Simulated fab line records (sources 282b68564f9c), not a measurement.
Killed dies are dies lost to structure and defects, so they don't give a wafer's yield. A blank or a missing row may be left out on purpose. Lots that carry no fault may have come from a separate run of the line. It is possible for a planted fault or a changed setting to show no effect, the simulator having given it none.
Split-lot trial | flow rit-cmos | route with 202 steps; 5 lots, 23 wafers read

## THE SPLIT ITSELF
At RIT_CONTACT_CVD_00 (deposits SiO2 from TEOS, target thk 400 nm, time 61 s), the setting time-s was moved away from the recipe's 61 s on 8 of the 23 wafers read, by -5.2% to +12.8%. For the rest of the wafers, this setting stayed at what the recipe calls for.

Split to reading: the file shows no intervening step.

## THE READING
CONTACT_TEOS_THK in nanometres, read at RIT_CONTACT_THK_MEAS_01. A value of 401 nm with a standard deviation of 5.1 nm is what fault-free wafers of this fab line usually give.

wafer  | tool, chamber at the split | time-s as run, s | against the recipe | CONTACT_TEOS_THK, nm | against lot-mates on the recipe
L077.1 | pecvd-01, 0                | 61               | recipe             | 395                  | -
L077.2 | pecvd-01, 2                | 61               | recipe             | 403                  | -
L077.3 | pecvd-01, 1                | 57.85            | -5.2%              | 377                  | -22
L077.4 | pecvd-01, 1                | 57.85            | -5.2%              | 378                  | -21
L077.6 | pecvd-01, 2                | 57.85            | -5.2%              | 387                  | -12
L079.1 | pecvd-04, 2                | 61               | recipe             | 396                  | -
L079.2 | pecvd-04, 1                | 61               | recipe             | 391                  | -
L079.4 | pecvd-04, 1                | 61               | recipe             | 404                  | -
L079.5 | pecvd-04, 2                | 61               | recipe             | 404                  | -
L079.6 | pecvd-04, 0                | 61               | recipe             | 401                  | -
L080.1 | pecvd-01, 0                | 61               | recipe             | 400                  | -
L080.4 | pecvd-01, 0                | 61               | recipe             | 409                  | -
L080.5 | pecvd-01, 2                | 61               | recipe             | 407                  | -
L081.1 | pecvd-03, 0                | 61               | recipe             | 398                  | -
L081.2 | pecvd-03, 2                | 68.79            | +12.8%             | 444                  | +45
L081.4 | pecvd-03, 0                | 61               | recipe             | 400                  | -
L081.5 | pecvd-03, 2                | 68.79            | +12.8%             | 451                  | +52
L081.6 | pecvd-03, 1                | 68.79            | +12.8%             | 457                  | +58
L085.1 | pecvd-04, 2                | 61               | recipe             | 399                  | -
L085.2 | pecvd-04, 1                | 63.53            | +4.1%              | 414                  | +13
L085.3 | pecvd-04, 0                | 61               | recipe             | 398                  | -
L085.5 | pecvd-04, 0                | 61               | recipe             | 406                  | -
L085.6 | pecvd-04, 2                | 63.53            | +4.1%              | 422                  | +21

FIT RESULTS
A straight line over all 23 wafers: CONTACT_TEOS_THK changes by +3.92 nm for each +1% of time-s; r = +0.97; the points scatter about the line by 4.9 nm.
The same after taking each lot's own level away (the mean of its wafers on the recipe; 23 wafers): +3.96 nm for each +1%; r = +0.98; scatter 4.5 nm.
On that fit, the largest move of time-s shifts the reading by 51 nm.
The lots' own levels span 399.0 to 405.3 nm, that is 1.2 times the standard deviation above.
The two slopes are in agreement: the lot-to-lot level therefore moves the slope only a little.
Check: for one of the wafers moved furthest among these (+12.8%), held out of the fit, the line's prediction against its lot-mates is +53.3 nm. Against them it came out at +45 nm.

## OTHER SPLITS ON THESE WAFERS
Before the reading, these wafers also passed through other splits. Each is held against what the fit with the lots' levels taken away leaves over:
other split on the same wafers  | wafers away from the commonest value | r with CONTACT_TEOS_THK (lot level and that fit taken away)
RIT_PSD_COAT_01 spin-rpm        | 7                                    | -0.16
RIT_SILICIDE_SPUTTER_01 power-w | 12                                   | +0.04

## THE WHOLE CHAIN: every reading that the file lists as answering this split, in the file's order
step                    | what it does                                          | reading                                                                        | change (the file's fit)              | r (the file's)
RIT_CONTACT_CVD_00      | deposits SiO2 from TEOS, target thk 400 nm, time 61 s | SiO2_of_CONTACT_CVD_00.thk-nm (the simulator's own value, which no gauge read) | +3.98 nm for each +1% of the setting | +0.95
RIT_CONTACT_THK_MEAS_01 |                                                       | CONTACT_TEOS_THK                                                               | +4 for each +1% of the setting       | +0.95

## THE FILE'S OWN FIT
CONTACT_TEOS_THK changes by +4 nm for each +1% of time-s, r = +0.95.
